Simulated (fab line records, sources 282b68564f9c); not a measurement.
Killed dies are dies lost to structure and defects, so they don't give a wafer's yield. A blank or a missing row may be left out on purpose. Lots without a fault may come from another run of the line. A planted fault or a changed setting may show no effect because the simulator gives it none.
Which tool did it? | flow rit_cmos | 13 lots, 39 wafers sampled, at 6 steps of a route of 202

WHAT THE GAUGES READ, wafer by wafer
RIT_NRETRO_OVL_MEAS_06. Usual: NRETRO_OVL 0.2 nm, standard deviation 1.2.
lot  | measured    | on         | NRETRO_OVL (nm) | flag
L916 | day 2 05:30 | overlay-01 | 1.2 1.5 2.1     |
L917 | day 2 11:03 | overlay-01 | 0.5 -0.3 1.3    |
L918 | day 2 17:03 | overlay-01 | 0.6 1.3 -0.3    |
L919 | day 2 21:11 | overlay-02 | 0.5 -0.6 -1.2   |
L920 | day 3 01:28 | overlay-02 | 0.3 -1.8 0.5    |
L921 | day 3 06:34 | overlay-01 | -1.2 -0.3 -0.3  |
L922 | day 3 11:34 | overlay-01 | 1.0 0.0 1.9     |
L923 | day 3 18:15 | overlay-02 | 0.4 1.6 1.4     |
L925 | day 4 02:47 | overlay-01 | 1.0 -0.2 2.0    |
L926 | day 4 08:27 | overlay-01 | -0.6 1.4 -1.1   |
L928 | day 4 18:44 | overlay-02 | 0.2 -0.5 1.7    |
L930 | day 5 03:41 | overlay-01 | -0.5 -2.1 0.7   |
L933 | day 5 22:37 | overlay-02 | -0.6 -0.2 0.5   |

RIT_SPACER_THK_MEAS_04. Usual: SPACER_NITRIDE_THK 250.3 nm, standard deviation 2.4.
lot  | measured    | on            | SPACER_NITRIDE_THK (nm) | flag
L916 | day 2 21:37 | film_metro-01 | 248.7 248.8 248.3       |
L917 | day 3 04:04 | film_metro-03 | 250.2 252.6 251.5       |
L918 | day 3 12:06 | film_metro-01 | 249.3 247.9 250.3       |
L919 | day 3 14:28 | film_metro-01 | 255.6 256.5 254.7       |
L920 | day 3 18:28 | film_metro-03 | 252.5 250.2 252.9       |
L921 | day 3 23:40 | film_metro-04 | 246.8 249.1 248.4       |
L922 | day 4 06:00 | film_metro-04 | 250.9 249.3 251.8       |
L923 | day 4 14:02 | film_metro-03 | 246.1 247.6 247.1       |
L925 | day 4 19:17 | film_metro-04 | 253.5 253.2 253.4       |
L926 | day 5 00:32 | film_metro-04 | 249.4 249.0 249.8       |
L928 | day 5 13:53 | film_metro-04 | 238.6 237.6 235.7       | OFF
L930 | day 5 22:42 | film_metro-01 | 232.0 231.3 232.9       | OFF
L933 | day 6 15:10 | film_metro-04 | 247.9 249.5 249.9       |

RIT_NSD_TW_MEAS_10. Usual: NSD_TW 3166, standard deviation 20.
lot  | measured    | on            | NSD_TW         | flag
L916 | day 2 23:19 | film_metro-03 | 3137 3124 3126 |
L917 | day 3 05:45 | film_metro-02 | 3155 3146 3176 |
L918 | day 3 13:52 | film_metro-03 | 3147 3137 3138 |
L919 | day 3 16:02 | film_metro-04 | 3185 3189 3196 |
L920 | day 3 20:10 | film_metro-04 | 3203 3195 3198 |
L921 | day 4 01:14 | film_metro-03 | 3140 3141 3124 |
L922 | day 4 07:34 | film_metro-04 | 3203 3160 3176 |
L923 | day 4 15:46 | film_metro-04 | 3198 3175 3181 |
L925 | day 4 21:27 | film_metro-04 | 3154 3183 3180 |
L926 | day 5 02:18 | film_metro-03 | 3182 3174 3177 |
L928 | day 5 15:37 | film_metro-03 | 3205 3177 3165 |
L930 | day 6 00:27 | film_metro-03 | 3159 3172 3149 |
L933 | day 6 16:44 | film_metro-03 | 3157 3137 3160 |

WHICH TOOL RAN EACH LOT (tool, then ch and the chambers of the sampled wafers, then the start)
lot  | RIT_SPACER_CVD_03          | RIT_SPACER_ETCHBACK_05            | RIT_NSD_SOFTBAKE_02
L916 | lpcvd-02 ch 1, day 2 19:43 | rie_diel-01 ch 1,2, day 2 21:41   | litho_track-01 ch 0, day 2 22:08
L917 | lpcvd-01 ch 1, day 3 02:08 | rie_diel-01 ch 0,1, day 3 04:07   | litho_track-01 ch 0, day 3 04:35
L918 | lpcvd-01 ch 1, day 3 10:11 | rie_diel-04 ch 1,2, day 3 12:10   | litho_track-03 ch 0, day 3 12:37
L919 | lpcvd-01 ch 0, day 3 12:34 | rie_diel-01 ch 1,2,3, day 3 14:32 | litho_track-01 ch 0, day 3 14:59
L920 | lpcvd-01 ch 0, day 3 16:32 | rie_diel-02 ch 2,3, day 3 18:31   | litho_track-03 ch 0, day 3 18:59
L921 | lpcvd-02 ch 0, day 3 21:45 | rie_diel-04 ch 0,1,3, day 3 23:43 | litho_track-04 ch 0, day 4 00:10
L922 | lpcvd-01 ch 1, day 4 03:06 | rie_diel-04 ch 1,3, day 4 06:02   | litho_track-01 ch 0, day 4 06:32
L923 | lpcvd-01 ch 0, day 4 12:07 | rie_diel-04 ch 0,3, day 4 14:05   | litho_track-01 ch 0, day 4 14:32
L925 | lpcvd-01 ch 1, day 4 17:22 | rie_diel-01 ch 0,1,3, day 4 19:21 | litho_track-03 ch 0, day 4 19:59
L926 | lpcvd-02 ch 1, day 4 22:37 | rie_diel-01 ch 0,1,3, day 5 00:36 | litho_track-01 ch 0, day 5 01:13
L928 | lpcvd-02 ch 1, day 5 11:59 | rie_diel-01 ch 1,2,3, day 5 13:57 | litho_track-01 ch 0, day 5 14:24
L930 | lpcvd-02 ch 1, day 5 20:46 | rie_diel-01 ch 1,3, day 5 22:45   | litho_track-04 ch 0, day 5 23:13
L933 | lpcvd-01 ch 0, day 6 13:15 | rie_diel-01 ch 0,1,3, day 6 15:13 | litho_track-01 ch 0, day 6 15:42
- RIT_SPACER_CVD_03: deposits Si3N4 from SiH2Cl2/NH3, target thk 250 nm, time 3300 s.
- RIT_SPACER_ETCHBACK_05: etches Si3N4 in SF6/CHF3, stops on SiO2, target depth 250 nm, time 240 s.
- RIT_NSD_SOFTBAKE_02: time 61.69 s.

WHAT THE TOOLS THEMSELVES READ (means of the sampled wafers that have a number; where no wafer has one, the mark that the record gives instead)
RIT_SPACER_CVD_03. Usual: nh3_flow_sccm 150.1 sccm, standard deviation 0.49; pressure_mtorr 300.1 mTorr, standard deviation 0.58; zone_power_load_pct 22.8 %, standard deviation 2.9.
lot  | tool     | nh3_flow_sccm (sccm) | pressure_mtorr (mTorr) | zone_power_load_pct (%) | flag
L916 | lpcvd-02 | 150.7                | 299.8                  | 24.5                    |
L917 | lpcvd-01 | 149.9                | 300.2                  | 18.6                    |
L918 | lpcvd-01 | 150.4                | 300.4                  | 18.6                    |
L919 | lpcvd-01 | 150.0                | 300.0                  | 23.6                    |
L920 | lpcvd-01 | 149.8                | 299.5                  | 23.6                    |
L921 | lpcvd-02 | 149.5                | 299.7                  | 25.8                    |
L922 | lpcvd-01 | 150.5                | 300.5                  | 18.4                    |
L923 | lpcvd-01 | 149.8                | 300.3                  | 23.6                    |
L925 | lpcvd-01 | 149.9                | 300.4                  | 18.7                    |
L926 | lpcvd-02 | 149.6                | 299.6                  | 24.3                    |
L928 | lpcvd-02 | 150.5                | 239.9                  | 24.2                    | OFF
L930 | lpcvd-02 | 149.9                | 241.0                  | 24.7                    | OFF
L933 | lpcvd-01 | 150.3                | 300.2                  | 23.6                    |

RIT_SPACER_ETCHBACK_05. Usual: drypump_motor_current_A 5.8 A, standard deviation 0.68; oes_product_au 0.840 a.u., standard deviation 0.015; rf_fwd_power_W 249.3 W, standard deviation 0.73; throttle_valve_pct 10.23 %, standard deviation 0.13.
lot  | tool        | drypump_motor_current_A (A) | oes_product_au (a.u.) | rf_fwd_power_W (W) | throttle_valve_pct (%) | flag
L916 | rie_diel-01 | 5.7                         | 0.818                 | 249.8              | 10.31                  |
L917 | rie_diel-01 | 6.2                         | 0.841                 | 248.8              | 10.20                  |
L918 | rie_diel-04 | 4.9                         | 0.838                 | 249.9              | 10.35                  |
L919 | rie_diel-01 | 6.1                         | 0.853                 | 249.0              | 10.25                  |
L920 | rie_diel-02 | 6.0                         | 0.845                 | 248.8              | 10.29                  |
L921 | rie_diel-04 | 5.8                         | 0.827                 | 249.7              | 10.15                  |
L922 | rie_diel-04 | 5.3                         | 0.835                 | 248.5              | 10.18                  |
L923 | rie_diel-04 | 6.3                         | 0.821                 | 248.8              | 10.11                  |
L925 | rie_diel-01 | 6.1                         | 0.862                 | 249.7              | 10.16                  |
L926 | rie_diel-01 | 6.1                         | 0.850                 | 250.0              | 10.16                  |
L928 | rie_diel-01 | 6.1                         | 0.806                 | 249.5              | 10.25                  |
L930 | rie_diel-01 | 6.6                         | 0.800                 | 248.8              | 10.20                  |
L933 | rie_diel-01 | 6.1                         | 0.849                 | 249.3              | 10.18                  |

RIT_NSD_SOFTBAKE_02. Usual: heater_power_total_W 34.53 W, standard deviation 0.045; plate_sensor_t_centre_C 90.969 C, standard deviation 0.011; plate_sensor_t_edge_C 91.022 C, standard deviation 0.01; resist_line_temp_C 23.03 C, standard deviation 0.11.
lot  | tool           | heater_power_total_W (W) | plate_sensor_t_centre_C (C) | plate_sensor_t_edge_C (C) | resist_line_temp_C (C) | flag
L916 | litho_track-01 | 34.56                    | 90.967                      | 91.028                    | 23.04                  |
L917 | litho_track-01 | 34.57                    | 90.982                      | 91.011                    | 23.00                  |
L918 | litho_track-03 | 34.50                    | 90.977                      | 91.024                    | 22.95                  |
L919 | litho_track-01 | 34.55                    | 90.965                      | 91.019                    | 23.09                  |
L920 | litho_track-03 | 34.54                    | 90.971                      | 91.019                    | 22.98                  |
L921 | litho_track-04 | 34.49                    | 90.976                      | 91.019                    | 22.89                  |
L922 | litho_track-01 | 34.60                    | 90.981                      | 91.014                    | 22.91                  |
L923 | litho_track-01 | 34.55                    | 90.960                      | 91.014                    | 23.03                  |
L925 | litho_track-03 | 34.52                    | 90.974                      | 91.017                    | 22.94                  |
L926 | litho_track-01 | 34.53                    | 90.969                      | 91.029                    | 23.02                  |
L928 | litho_track-01 | 34.54                    | 90.962                      | 91.029                    | 23.02                  |
L930 | litho_track-04 | 34.55                    | 90.966                      | 91.025                    | 23.15                  |
L933 | litho_track-01 | 34.54                    | 90.962                      | 91.022                    | 23.00                  |

THE ANSWER, worked out from the rows above alone
Rule: a lot is off if the mean of its wafers that have a number lies more than 3 standard deviations from the usual mean. A lot without any number at a reading at which 4 lots or more have one is off too. The other lots that the step has rows for count as sound. The gauges are gone through in route order, then the tools' own readings, and for those a lot's mean is taken as printed above. The first step at which some lot is off is used, and at that step the reading that is off furthest; a lot without a number counts as furthest.
Off: L928, L930, at RIT_SPACER_THK_MEAS_04 (SPACER_NITRIDE_THK).
A tool fits if, at a process step before that reading, it ran every lot that is off, and no sound lot after the first of them. The gauges at RIT_SPACER_THK_MEAS_04 aren't tried: what is off there is off at RIT_SPACER_CVD_03 too, on other tools, and a gauge's error can't cause that. One fits: lpcvd-02 at RIT_SPACER_CVD_03. Its last sound lot is L926 (day 4 22:37), its first lot that is off L928 (day 5 11:59): a fault that began between those two fits.
The tool's own readings at RIT_SPACER_CVD_03 bear it out: on the lots that are off they differ by more than 5 times the standard deviation of the sound lots' means. pressure_mtorr reads 240.4 mTorr there against 300.1 mTorr on the sound lots.

WHAT THE SIMULATOR HAD PUT IN
Process parameter drift: lpcvd-02, from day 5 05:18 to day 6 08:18, at RIT_SPACER_CVD_03. Setting pressure_mtorr, moved by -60, from 300. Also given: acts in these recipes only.
Lots struck among those shown: L928, L930. The rule above found the same.
